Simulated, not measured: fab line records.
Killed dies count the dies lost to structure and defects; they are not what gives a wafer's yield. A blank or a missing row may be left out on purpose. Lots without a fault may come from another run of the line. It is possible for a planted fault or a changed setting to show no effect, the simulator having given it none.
fab line records | flow berkeleyCmos170
record: lots: 7 | wafers: 21 | lastDay: 14
route steps=331 shown GATE@136 PLDD@145 M3@331
lots that met no fault: from a run of the same line without faults
startH: hours from the record's first day to the start of the lot's first wafer shown | waitH: hours since the lot's step before | " repeats the value in the row above | L1.1+2: several wafers, shown together as one row | - no value present, or no start provided | * or withheld: withheld | < > ~ a bound
route shown NAME@n: NAME is a module with steps in the file, n the number in the route of the first one | usual: the fault-free wafers' mean and standard deviation | same: alike in all rows | chamber/n: place in a boat | sites: the reading at each site | _std_site: their standard deviation | _edge_site: mean of outer sites minus mean of inner sites | radiusMm: how far each site lies from the wafer's centre | mask NAME#n: copy n | behind: the tool/chamber that last shaped the wafer | hold: cause of the lot's hold/its duration in hours/its outcome | device: whichever transistor did not switch (one of n, p or np) | end of line: tests run on the same wafers once the route is complete | where a step has no rows: the recipe by itself | killed: dies lost to structure and defects at the first sort, not the wafer's yield | map: dies across one wafer; x = killed, . = not, _ = none there
set.NAME: the setting that was run; set.NAME@STEP: the one run at that earlier step | model.NAME: the simulator's own value behind a step, which no gauge read
lots seen at some steps along the route; tables by step, rows by wafer
services: from which hour (startH, from the record's first day; less than 0 if before it) a tool's chamber was out of use, for how many hours, and why
== steps ==
step: UCB170_GATE_PEB_10
recipe: pebTempC: 130 | pebTimeS: withheld | resist: KrF
step: UCB170_GATE_DEVELOP_11
recipe: developer: TMAH | developTimeS: 45 | resist: KrF | devTempC: 21
step: UCB170_GATE_CD_MEAS_12
recipe: targetCdNm: 350
usual: cdNm: 350.3/1.3
lot.wafer | tool     | chamber | startH | waitH | cdNm
L369.4    | cdSem-02 | -       | 155.33 | -     | 352.6
L369.5    | "        | -       | "      | "     | 351.0
L369.6    | "        | -       | "      | "     | 352.1
L377.2    | cdSem-01 | -       | 227.26 | -     | 351.0
L377.3    | "        | -       | "      | "     | 351.9
L377.4    | "        | -       | "      | "     | 350.7
L382.2    | cdSem-02 | -       | 246.53 | -     | 352.6
L382.3    | "        | -       | "      | "     | 352.6
L382.5    | "        | -       | "      | "     | 351.6
L381.3    | cdSem-01 | -       | 247.06 | -     | 349.9
L381.4    | "        | -       | "      | "     | 349.9
L381.6    | "        | -       | "      | "     | 349.9
L387.1    | cdSem-01 | -       | 285.21 | -     | 349.8
L387.2    | "        | -       | "      | "     | 350.1
L387.4    | "        | -       | "      | "     | 349.6
L388.2    | cdSem-02 | -       | 285.40 | -     | 351.5
L388.3    | "        | -       | "      | "     | 351.3
L388.6    | "        | -       | "      | "     | 350.4
L389.4    | cdSem-02 | -       | 298.39 | -     | 349.0
L389.5    | "        | -       | "      | "     | 349.4
L389.6    | "        | -       | "      | "     | 350.9
step: UCB170_GATE_OVL_MEAS_13
usual: GATE_OVL: 1/6
lot.wafer | tool       | chamber | startH | waitH | GATE_OVL[nm]
L369.4    | overlay-02 | -       | 155.41 | 0.1   | 1
L369.5    | "          | -       | "      | "     | 16
L369.6    | "          | -       | "      | "     | 5
L377.2    | overlay-02 | -       | 227.36 | 0.1   | 4
L377.3    | "          | -       | "      | "     | 0
L377.4    | "          | -       | "      | "     | -9
L382.2    | overlay-02 | -       | 246.64 | 0.1   | 12
L382.3    | "          | -       | "      | "     | -3
L382.5    | "          | -       | "      | "     | -1
L381.3    | overlay-01 | -       | 247.16 | 0.1   | 2
L381.4    | "          | -       | "      | "     | -2
L381.6    | "          | -       | "      | "     | -9
L387.1    | overlay-01 | -       | 285.33 | 0.1   | -2
L387.2    | "          | -       | "      | "     | 1
L387.4    | "          | -       | "      | "     | -3
L388.2    | overlay-02 | -       | 285.50 | 0.1   | -1
L388.3    | "          | -       | "      | "     | -4
L388.6    | "          | -       | "      | "     | 3
L389.4    | overlay-02 | -       | 298.46 | 0.1   | 6
L389.5    | "          | -       | "      | "     | 8
L389.6    | "          | -       | "      | "     | 9
step: UCB170_GATE_ETCH_14
recipe: chemistry: N2/H2 | targetDepthA: withheld | overetchA: withheld | target: BARC | timeS: withheld | sourceW: 500 | biasW: 100 | pressureMtorr: 30 | n2FlowSccm: 100 | h2FlowSccm: 200
usual: drypumpMotorCurrentA: 5.8/0.45 | oesProductAu: 0.997/0.022 | throttleValvePct: 13.31/0.092
lot.wafer | tool       | chamber | startH | waitH | drypumpMotorCurrentA | oesProductAu | throttleValvePct
L369.4    | rieDiel-04 | 2       | 155.45 | 0.0   | 5.8                  | 1.010        | 13.22
L369.5    | "          | 0       | "      | "     | 6.0                  | 1.015        | 13.32
L369.6    | "          | 1       | "      | "     | 6.1                  | 0.973        | 13.33
L377.2    | rieDiel-04 | 3       | 227.39 | 0.0   | 6.5                  | 0.988        | 13.27
L377.3    | "          | 0       | "      | "     | 6.0                  | 1.011        | 13.32
L377.4    | "          | 2       | "      | "     | 5.8                  | 1.002        | 13.19
L382.2    | rieDiel-03 | 0       | 246.67 | 0.0   | 6.1                  | 1.039        | 13.14
L382.3    | "          | 3       | "      | "     | 5.0                  | 0.983        | 13.27
L382.5    | "          | 1       | "      | "     | 6.0                  | 1.016        | 13.33
L381.3    | rieDiel-01 | 1       | 247.18 | 0.0   | 5.2                  | 0.953        | 13.33
L381.4    | "          | 2       | "      | "     | 5.1                  | 0.995        | 13.27
L381.6    | "          | 2       | "      | "     | 5.2                  | 1.002        | 13.27
L387.1    | rieDiel-03 | 3       | 285.36 | 0.0   | 5.0                  | 0.990        | 13.27
L387.2    | "          | 0       | "      | "     | 6.1                  | 1.053        | 13.14
L387.4    | "          | 2       | "      | "     | 5.2                  | 0.989        | 13.53
L388.2    | rieDiel-04 | 2       | 285.53 | 0.0   | 5.8                  | 1.001        | 13.21
L388.3    | "          | 3       | "      | "     | 6.4                  | 0.966        | 13.25
L388.6    | "          | 2       | "      | "     | 5.8                  | 0.997        | 13.21
L389.4    | rieDiel-04 | 1       | 298.48 | 0.0   | 6.1                  | 0.986        | 13.34
L389.5    | "          | 0       | "      | "     | 6.0                  | 1.018        | 13.32
L389.6    | "          | 1       | "      | "     | 6.1                  | 0.988        | 13.33
step: UCB170_GATE_ETCH_15
recipe: chemistry: HBr/Cl2 | target: poly-Si | stopOn: SiO2 | overEtchFrac: 0.3 | icpW: 300 | biasW: 150 | timeS: 56.3 | pressureMtorr: 15 | HBr_flow_sccm: 150 | Cl2_flow_sccm: 50 | targetDepthA: 2782
usual: drypumpMotorCurrentA: 5.8/0.32 | heBacksideLeakSccm: 2.63/0.24 | oesProductAu: 0.828/0.01 | throttleValvePct: 26.57/0.23
lot.wafer | tool     | chamber | startH | waitH | drypumpMotorCurrentA | heBacksideLeakSccm | oesProductAu | rfHoursCounterH | throttleValvePct
L369.4    | rieSi-01 | 0       | 155.47 | -     | 5.8                  | 3.46               | 0.829        | 31              | 26.29
L369.5    | "        | 0       | "      | "     | 5.8                  | 2.78               | 0.825        | -               | 26.31
L369.6    | "        | 1       | "      | "     | 5.7                  | 2.96               | 0.836        | -               | 27.00
L377.2    | rieSi-01 | 3       | 227.44 | -     | 5.7                  | 2.47               | 0.822        | 1               | 26.50
L377.3    | "        | 1       | "      | "     | 5.7                  | 3.07               | 0.833        | 50              | 27.02
L377.4    | "        | 2       | "      | "     | 6.3                  | 2.33               | 0.825        | 0               | 26.70
L382.2    | rieSi-02 | 1       | 246.71 | -     | 5.4                  | 2.49               | 0.835        | 15              | 26.32
L382.3    | "        | 2       | "      | "     | 5.3                  | 2.64               | 0.843        | 69              | 26.68
L382.5    | "        | 0       | "      | "     | 6.2                  | 2.95               | 0.815        | -               | 26.52
L381.3    | rieSi-02 | 2       | 247.22 | -     | 5.3                  | 2.52               | 0.831        | 69              | 26.66
L381.4    | "        | 1       | "      | "     | 5.4                  | 2.51               | 0.830        | 15              | 26.33
L381.6    | "        | 2       | "      | "     | 5.3                  | 2.61               | 0.827        | -               | 26.68
L387.1    | rieSi-01 | 0       | 285.40 | -     | 5.8                  | 2.33               | 0.840        | 31              | 26.31
L387.2    | "        | 1       | "      | "     | 5.7                  | 2.86               | 0.839        | 50              | 27.04
L387.4    | "        | 2       | "      | "     | 6.3                  | 2.41               | 0.828        | 0               | 26.70
L388.2    | rieSi-02 | 0       | 285.58 | -     | 6.2                  | 2.82               | 0.809        | 1               | 26.52
L388.3    | "        | 1       | "      | "     | 5.4                  | 2.49               | 0.828        | 15              | 26.32
L388.6    | "        | 3       | "      | "     | 5.7                  | 2.54               | 0.838        | -               | 26.40
L389.4    | rieSi-01 | 1       | 298.52 | -     | 5.7                  | 3.09               | 0.836        | 50              | 27.03
L389.5    | "        | 2       | "      | "     | 6.3                  | 2.28               | 0.827        | -               | 26.73
L389.6    | "        | 3       | "      | "     | 5.7                  | 2.28               | 0.821        | -               | 26.51
step: UCB170_GATE_STRIP_16
recipe: chemistry: O2 | powerW: 400 | pressureMtorr: 3500 | platenTempC: withheld | o2FlowSccm: 400 | overashFraction: 0.5
usual: drypumpMotorCurrentA: 5.9/0.35 | oesProductAu: 0.724/0.005
lot.wafer | tool           | chamber | startH | waitH | drypumpMotorCurrentA | oesProductAu | rfHoursCounterH
L369.4    | plasmaAsher-01 | 1       | 155.55 | 0.1   | 5.7                  | 0.726        | -
L369.5    | "              | 1       | "      | "     | 5.8                  | 0.717        | -
L369.6    | "              | 0       | "      | "     | 5.4                  | 0.722        | -
L377.2    | plasmaAsher-03 | 1       | 227.48 | 0.0   | 6.4                  | 0.706        | 10
L377.3    | "              | 1       | "      | "     | 6.5                  | 0.729        | -
L377.4    | "              | 0       | "      | "     | 5.6                  | 0.731        | -
L382.2    | plasmaAsher-02 | 0       | 246.76 | 0.0   | 5.9                  | 0.727        | 48
L382.3    | "              | 0       | "      | "     | 5.9                  | 0.730        | -
L382.5    | "              | 1       | "      | "     | 5.6                  | 0.718        | -
L381.3    | plasmaAsher-03 | 1       | 247.30 | 0.1   | 6.4                  | 0.727        | -
L381.4    | "              | 0       | "      | "     | 5.6                  | 0.724        | -
L381.6    | "              | 0       | "      | "     | 5.6                  | 0.723        | -
L387.1    | plasmaAsher-02 | 1       | 285.45 | 0.0   | 5.6                  | 0.720        | 53
L387.2    | "              | 0       | "      | "     | 5.9                  | 0.724        | 53
L387.4    | "              | 0       | "      | "     | 5.9                  | 0.724        | -
L388.2    | plasmaAsher-03 | 0       | 285.62 | 0.0   | 5.6                  | 0.723        | 17
L388.3    | "              | 0       | "      | "     | 5.6                  | 0.723        | -
L388.6    | "              | 0       | "      | "     | 5.6                  | 0.732        | -
L389.4    | plasmaAsher-02 | 1       | 298.61 | 0.1   | 5.7                  | 0.720        | -
L389.5    | "              | 0       | "      | "     | 5.9                  | 0.721        | -
L389.6    | "              | 1       | "      | "     | 5.6                  | 0.724        | -
step: UCB170_GATE_CD_MEAS_90
recipe: targetCdNm: 350
usual: cdNm: 350.3/1.6
lot.wafer | tool     | chamber | startH | waitH | cdNm
L369.4    | cdSem-02 | -       | 155.67 | 0.1   | 352.7
L369.5    | "        | -       | "      | "     | 349.8
L369.6    | "        | -       | "      | "     | 353.4
L377.2    | cdSem-01 | -       | 227.60 | 0.1   | 352.1
L377.3    | "        | -       | "      | "     | 351.1
L377.4    | "        | -       | "      | "     | 350.1
L382.2    | cdSem-02 | -       | 246.88 | 0.1   | 351.7
L382.3    | "        | -       | "      | "     | 353.1
L382.5    | "        | -       | "      | "     | 350.4
L381.3    | cdSem-01 | -       | 247.41 | 0.1   | 350.6
L381.4    | "        | -       | "      | "     | 350.8
L381.6    | "        | -       | "      | "     | 350.2
L387.1    | cdSem-01 | -       | 285.55 | 0.1   | 350.0
L387.2    | "        | -       | "      | "     | 349.1
L387.4    | "        | -       | "      | "     | 350.2
L388.2    | cdSem-01 | -       | 285.74 | 0.1   | 350.7
L388.3    | "        | -       | "      | "     | 352.3
L388.6    | "        | -       | "      | "     | 349.4
L389.4    | cdSem-01 | -       | 298.73 | 0.1   | 350.5
L389.5    | "        | -       | "      | "     | 348.7
L389.6    | "        | -       | "      | "     | 352.1
step: UCB170_GATE_CLEAN_17
recipe: chemistry: SPM | tempC: 120 | timeS: 600
step: UCB170_PLDD_HMDS_00
recipe: primeTimeS: 60 | primeTempC: 100
step: UCB170_PLDD_COAT_01
recipe: resist: KrF | spinRpm: 1500 | resistThkNm: 900
step: UCB170_PLDD_SOFTBAKE_02
recipe: resist: KrF | tempC: 130 | timeS: 60
step: UCB170_PLDD_EXPOSE_03
recipe: maskId: PSELECT | na: 0.5 | sigmaOuter: 0.6 | sourceShape: conventional | targetCdNm: 1200 | doseMj: 30
same: sigmaOuter: 0.6
lot.wafer  | tool          | chamber | startH | waitH | mask      | model.PLDD.overlayXNm
L369.4+5+6 | krfScanner-02 | 0       | 156.47 | 0.1   | PSELECT#0 | -1.648
L377.2+3+4 | krfScanner-01 | 0       | 228.85 | 0.3   | PSELECT#0 | 0.4302
L382.2+3+5 | krfScanner-02 | 0       | 247.94 | 0.2   | PSELECT#0 | -0.6684
L381.3+4+6 | krfScanner-02 | 0       | 251.97 | 0.5   | PSELECT#0 | 2.698
L387.1+2+4 | krfScanner-01 | 0       | 286.99 | 0.2   | PSELECT#0 | 323.2
L388.2+3+6 | krfScanner-01 | 0       | 287.23 | 0.1   | PSELECT#0 | 317.4
L389.4+5+6 | krfScanner-01 | 0       | 299.66 | 0.1   | PSELECT#0 | 319.4
step: UCB170_PLDD_PEB_04
recipe: pebTempC: 130 | pebTimeS: withheld | resist: KrF
step: UCB170_PLDD_DEVELOP_05
recipe: developer: TMAH | developTimeS: 45 | resist: KrF | devTempC: 21
step: UCB170_PLDD_CD_MEAS_06
recipe: targetCdNm: 1200
usual: cdNm: 1199.7/1.5
lot.wafer | tool     | chamber | startH | waitH | cdNm
L369.4    | cdSem-01 | -       | 156.86 | -     | 1200.3
L369.5    | "        | -       | "      | "     | 1198.7
L369.6    | "        | -       | "      | "     | 1199.2
L377.2    | cdSem-01 | -       | 229.71 | -     | 1198.7
L377.3    | "        | -       | "      | "     | 1198.3
L377.4    | "        | -       | "      | "     | 1198.8
L382.2    | cdSem-01 | -       | 248.33 | -     | 1198.3
L382.3    | "        | -       | "      | "     | 1199.1
L382.5    | "        | -       | "      | "     | 1199.2
L381.3    | cdSem-01 | -       | 252.39 | -     | 1200.8
L381.4    | "        | -       | "      | "     | 1199.5
L381.6    | "        | -       | "      | "     | 1198.9
L387.1    | cdSem-01 | -       | 287.73 | -     | 1204.1
L387.2    | "        | -       | "      | "     | 1203.2
L387.4    | "        | -       | "      | "     | 1201.1
L388.2    | cdSem-01 | -       | 288.06 | -     | 1202.2
L388.3    | "        | -       | "      | "     | 1202.8
L388.6    | "        | -       | "      | "     | 1202.0
L389.4    | cdSem-01 | -       | 300.19 | -     | 1202.0
L389.5    | "        | -       | "      | "     | 1200.0
L389.6    | "        | -       | "      | "     | 1200.7
step: UCB170_PLDD_OVL_MEAS_07
usual: PLDD_OVL: -3/5.2
lot.wafer | tool       | chamber | startH | waitH | PLDD_OVL[nm]
L369.4    | overlay-02 | -       | 156.94 | 0.1   | 5
L369.5    | "          | -       | "      | "     | -2
L369.6    | "          | -       | "      | "     | -2
L377.2    | overlay-01 | -       | 229.81 | 0.1   | -4
L377.3    | "          | -       | "      | "     | -4
L377.4    | "          | -       | "      | "     | -3
L382.2    | overlay-02 | -       | 248.43 | 0.1   | -1
L382.3    | "          | -       | "      | "     | 2
L382.5    | "          | -       | "      | "     | 2
L381.3    | overlay-01 | -       | 252.49 | 0.1   | -1
L381.4    | "          | -       | "      | "     | -1
L381.6    | "          | -       | "      | "     | -2
L387.1    | overlay-02 | -       | 287.85 | 0.1   | 323
L387.2    | "          | -       | "      | "     | 320
L387.4    | "          | -       | "      | "     | 320
L388.2    | overlay-02 | -       | 288.17 | 0.1   | 311
L388.3    | "          | -       | "      | "     | 320
L388.6    | "          | -       | "      | "     | 324
L389.4    | overlay-01 | -       | 300.27 | 0.1   | 315
L389.5    | "          | -       | "      | "     | 321
L389.6    | "          | -       | "      | "     | 317
step: UCB170_PLDD_IMPLANT_08
recipe: species: BF2 | doseCm2: 5e+13 | energyKev: 10 | tiltDeg: 7 | rotationDeg: 0
step: UCB170_M3_PROBE_99
lot.wafer | tool      | chamber | startH | waitH | model.etest.pldd.lineOhmUm | model.etest.pldd.widthNm | model.etest.pmosNarrow.driveUaUm
L369.4    | prober-02 | -       | 195.33 | 0.2   | 1808                       | 622                      | 147.5
L369.5    | prober-02 | -       | 195.38 | 0.2   | 1785                       | 631.6                    | 146.4
L369.6    | prober-02 | -       | 195.43 | 0.2   | 1762                       | 621.2                    | 144
L377.2    | prober-01 | -       | 278.04 | 0.1   | 1746                       | 646.7                    | 148
L377.3    | prober-01 | -       | 278.09 | 0.2   | 1768                       | 641.5                    | 145.8
L377.4    | prober-01 | -       | 278.14 | 0.2   | 1831                       | 631.3                    | 145.8
L381.3    | prober-02 | -       | 294.19 | 0.2   | 1489                       | 612                      | 144.8
L381.4    | prober-02 | -       | 294.24 | 0.2   | 1799                       | 614.6                    | 143.4
L381.6    | prober-02 | -       | 294.34 | 0.2   | 1820                       | 618.6                    | 140.3
L382.2    | prober-02 | -       | 296.43 | 0.1   | 1485                       | 624.9                    | 149.2
L382.3    | prober-02 | -       | 296.48 | 0.2   | 1812                       | 620.7                    | 147.9
L382.5    | prober-02 | -       | 296.58 | 0.2   | 1653                       | 611.8                    | 145.4
L388.2    | prober-01 | -       | 329.74 | 0.1   | 1404                       | 431.6                    | 145.5
L388.3    | prober-01 | -       | 329.79 | 0.2   | 2472                       | 430.1                    | 134.3
L388.6    | prober-01 | -       | 329.94 | 0.2   | 1850                       | 424                      | 141.4
L387.1    | prober-02 | -       | 330.45 | 0.1   | 2488                       | 447.4                    | 141.4
L387.2    | prober-02 | -       | 330.50 | 0.1   | 2531                       | 447.4                    | 140.8
L387.4    | prober-02 | -       | 330.60 | 0.2   | 2528                       | 451.4                    | 141.7
L389.4    | prober-01 | -       | 344.50 | 0.2   | 2578                       | 438.3                    | 136.4
L389.5    | prober-01 | -       | 344.55 | 0.2   | 2565                       | 439.9                    | 136.7
L389.6    | prober-01 | -       | 344.60 | 0.2   | 2583                       | 433.4                    | 136.6
killed by level:class
L369.4 SPACER:geometricParticle:open=2
L369.5 SACOX:geometricParticle:short=1 GATE:geometricParticle:open=1 V2:geometricParticle:open=1
L369.6 ACTIVE:geometricParticle:short=1 GATE:geometricParticle:open=1 GATE:geometricParticle:short=1 SPACER:geometricParticle:short=1 V2:geometricParticle:short=1
L377.2 M2:coatMicrobubblePrinted=2 ACTIVE:geometricParticle:open=1 FIELD:geometricParticle:short=1
L377.3 GATE:geometricParticle:open=1 V2:geometricParticle:short=1 M2:coatMicrobubblePrinted=1 ACTIVE:areaEtch=1
L377.4 SILICIDE:geometricParticle:short=2 GATE:geometricParticle:open=1
L381.3 WELLDRIVE:geometricParticle:open=1 SACOX:geometricParticle:short=1 SILICIDE:geometricParticle:short=1
L381.4 WELLDRIVE:geometricParticle:open=1 SACOX:geometricParticle:short=1 GATE:geometricParticle:short=1 M1:geometricParticle:short=1
L381.6 GATE:geometricParticle:short=2 ZERO:geometricParticle:open=1 V2:geometricParticle:open=1
L382.2 GATE:geometricParticle:short=1
L382.3 GATE:geometricParticle:short=1 GATE:geometricParticle:open=1 M3:geometricParticle:short=1
L382.5 GATE:geometricParticle:short=1 GATE:geometricParticle:open=1 SILICIDE:geometricParticle:short=1
L387.1 SILICIDE:geometricParticle:short=1
L387.2 WELLDRIVE:geometricParticle:open=1 GATE:geometricParticle:open=1 SPACER:geometricParticle:short=1 SILICIDE:geometricParticle:open=1
L387.4 SPACER:geometricParticle:open=2 WELLDRIVE:geometricParticle:open=1 GATE:geometricParticle:open=1 GATE:geometricParticle:short=1 V2:geometricParticle:open=1 ACTIVE:areaEtch=1
L389.4 SILICIDE:geometricParticle:open=1 V1:geometricParticle:short=1
L389.5 GATE:geometricParticle:short=2 V2:geometricParticle:short=1
L389.6 M3:geometricParticle:open=2 SPACER:geometricParticle:open=1 V1:geometricParticle:short=1 M3:geometricParticle:short=1
== services ==
tool           | chamber | startH | hours | kind
krfScanner-01  | -       | 138.43 | 1.0   | pm
krfScanner-02  | -       | 145.73 | 0.5   | repair
plasmaAsher-02 | -       | 148.37 | 3.1   | repair
rieDiel-04     | -       | 156.94 | 1.5   | repair
plasmaAsher-01 | -       | 162.75 | 2.8   | pm
krfScanner-02  | -       | 177.54 | 1.3   | repair
krfScanner-01  | -       | 178.79 | 0.8   | pm
krfScanner-01  | -       | 179.25 | 0.5   | repair
krfScanner-02  | -       | 181.42 | 1.0   | pm
krfScanner-02  | -       | 183.71 | 1.3   | pm
rieDiel-03     | 0       | 187.79 | 5.3   | repair
plasmaAsher-01 | -       | 193.64 | 109.0 | repair
rieDiel-04     | 2       | 197.14 | 20.8  | repair
krfScanner-02  | -       | 209.82 | 4.0   | pm
krfScanner-02  | -       | 217.68 | 0.1   | repair
rieDiel-04     | 3       | 218.97 | 2.4   | repair
rieDiel-03     | 3       | 225.83 | 2.9   | repair
krfScanner-02  | -       | 229.65 | 0.8   | pm
plasmaAsher-02 | -       | 231.04 | 4.2   | repair
krfScanner-01  | -       | 231.31 | 4.4   | pm
rieDiel-03     | 3       | 250.24 | 4.5   | repair
rieDiel-04     | 1       | 254.35 | 9.1   | repair
rieSi-02       | 2       | 286.01 | 1.8   | repair
krfScanner-01  | -       | 291.32 | 1.3   | pm
== key ==
firstSign: step: UCB170_PLDD_OVL_MEAS_07 | reading: PLDD_OVL | direction: up | sigmas: 62 | usual: -3 | struck: 319
effect none on later readings
modelEffect: step: UCB170_PLDD_EXPOSE_03 | value: PLDD.overlayXNm | without: -0.006136 | struck: 320
modelEffect: step: UCB170_M3_PROBE_99 | value: etest.pldd.lineOhmUm | without: 1648 | struck: 2333
metAt UCB170_PLDD_EXPOSE_03
struckWafers L387.1,L387.2,L387.4,L388.2,L388.3,L388.6,L389.4,L389.5,L389.6
sortLeftOut L388.2,L388.3,L388.6
testerLeftOut L387,L388,L389
onsetBetween 228.85 286.99
alsoFits time
fault: kind: scannerMatchingOverlay | tool: krfScanner-01 | chamber: - | onsetH: 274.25 | steps: UCB170_PLDD_EXPOSE_03 | offset: 320
testerLeftOut: of these lots the tester's yield and bins aren't shown, on N5 and GAA mostly nor the transistor test; their killed dies are dies lost to structure and defects alone, not to doping, threshold or leakage, so they don't give the yield
sortLeftOut: the simulated sort isn't trusted on such a fault, so these wafers' sort isn't shown, and their yield isn't known
